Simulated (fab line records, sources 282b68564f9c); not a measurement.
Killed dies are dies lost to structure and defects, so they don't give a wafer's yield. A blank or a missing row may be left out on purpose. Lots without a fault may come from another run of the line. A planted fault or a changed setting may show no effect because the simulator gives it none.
Which tool did it? | flow rit_cmos | 14 lots, 42 wafers sampled, at 2 steps of a route of 202

WHAT THE GAUGES READ, wafer by wafer
The record holds no reading of a measuring or inspecting step that can be judged against a usual standard deviation.

WHICH TOOL RAN EACH LOT (tool, then ch and the chambers of the sampled wafers, then the start)
lot  | RIT_NLDD_STRIP_09                   | RIT_M1_PROBE_99
L724 | plasma_asher-01 ch 0, day 2 20:51   | prober-01, day 3 11:54
L725 | plasma_asher-04 ch 0,1, day 3 04:53 | prober-02, day 3 20:06
L726 | plasma_asher-03 ch 0,1, day 3 10:13 | -
L727 | plasma_asher-01 ch 0,1, day 3 16:50 | -
L728 | plasma_asher-01 ch 0,1, day 3 20:45 | prober-01, day 4 11:59
L729 | plasma_asher-01 ch 0,1, day 4 02:21 | -
L731 | plasma_asher-01 ch 0,1, day 4 10:38 | prober-02, day 5 01:58
L732 | plasma_asher-03 ch 0,1, day 4 18:52 | -
L733 | plasma_asher-01 ch 0,1, day 4 18:59 | prober-01, day 5 12:09
L739 | plasma_asher-03 ch 0,1, day 6 01:26 | -
L740 | plasma_asher-04 ch 0,1, day 6 04:03 | prober-01, day 6 19:38
L744 | plasma_asher-03 ch 0,1, day 7 00:46 | -
L745 | plasma_asher-03 ch 0,1, day 7 07:52 | -
L747 | plasma_asher-03 ch 0,1, day 7 15:20 | -
- RIT_NLDD_STRIP_09: strips in O2, time 180 s.
- RIT_M1_PROBE_99

WHAT THE TOOLS THEMSELVES READ (means of the sampled wafers that have a number; where no wafer has one, the mark that the record gives instead)
RIT_NLDD_STRIP_09. Usual: chamber_pressure_mTorr 3999 mTorr, standard deviation 3.7; drypump_motor_current_A 5.4 A, standard deviation 0.42.
lot  | tool            | chamber_pressure_mTorr (mTorr) | drypump_motor_current_A (A) | flag
L724 | plasma_asher-01 | 3999                           | 4.8                         |
L725 | plasma_asher-04 | 4001                           | 5.8                         |
L726 | plasma_asher-03 | 3998                           | 5.3                         |
L727 | plasma_asher-01 | 3999                           | 5.2                         |
L728 | plasma_asher-01 | 3997                           | 5.2                         |
L729 | plasma_asher-01 | 3998                           | 5.5                         |
L731 | plasma_asher-01 | 2668                           | 5.5                         | OFF
L732 | plasma_asher-03 | 4000                           | 5.2                         |
L733 | plasma_asher-01 | 3330                           | 5.2                         | OFF
L739 | plasma_asher-03 | 4002                           | 5.2                         |
L740 | plasma_asher-04 | 3996                           | 5.8                         |
L744 | plasma_asher-03 | 3996                           | 5.2                         |
L745 | plasma_asher-03 | 3997                           | 5.3                         |
L747 | plasma_asher-03 | 4002                           | 5.2                         |

RIT_M1_PROBE_99. Usual: killed_at_contacts 0.1, standard deviation 0.3; killed_at_front_end 6.7, standard deviation 2.6; killed_dies 6.8, standard deviation 2.6; killed_open 3.3, standard deviation 1.7; killed_short 3.4, standard deviation 2.
lot  | tool      | killed_at_contacts | killed_at_front_end | killed_dies | killed_open | killed_short | flag
L724 | prober-01 | 0.7                | 8.0                 | 8.7         | 4.0         | 3.7          |
L725 | prober-02 | 0.0                | 7.0                 | 7.0         | 3.0         | 4.0          |
L728 | prober-01 | 0.0                | 7.3                 | 7.3         | 3.0         | 4.0          |
L731 | prober-02 | 0.0                | 5.7                 | 5.7         | 2.3         | 3.3          |
L733 | prober-01 | 0.0                | 5.3                 | 5.3         | 3.3         | 2.0          |
L740 | prober-01 | 0.3                | 5.7                 | 6.0         | 3.7         | 2.3          |

THE ANSWER, worked out from the rows above alone
Rule: a lot is off if the mean of its wafers that have a number lies more than 3 standard deviations from the usual mean. A lot without any number at a reading at which 4 lots or more have one is off too. The other lots that the step has rows for count as sound. The gauges are gone through in route order, then the tools' own readings, and for those a lot's mean is taken as printed above. The first step at which some lot is off is used, and at that step the reading that is off furthest; a lot without a number counts as furthest.
Off: L731, L733, at RIT_NLDD_STRIP_09 (chamber_pressure_mTorr).
A tool fits if, at that step or a process step before it, it ran every lot that is off, and no sound lot after the first of them. One fits: plasma_asher-01 at RIT_NLDD_STRIP_09. Its last sound lot is L729 (day 4 02:21), its first lot that is off L731 (day 4 10:38): a fault that began between those two fits.
The tool's own readings at RIT_NLDD_STRIP_09 bear it out: on the lots that are off they differ by more than 5 times the standard deviation of the sound lots' means. chamber_pressure_mTorr reads 2999 mTorr there against 3999 mTorr on the sound lots.

WHAT THE SIMULATOR HAD PUT IN
Process parameter drift: plasma_asher-01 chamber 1, from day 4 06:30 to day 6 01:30, at RIT_NLDD_STRIP_09. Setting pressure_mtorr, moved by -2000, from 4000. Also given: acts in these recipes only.
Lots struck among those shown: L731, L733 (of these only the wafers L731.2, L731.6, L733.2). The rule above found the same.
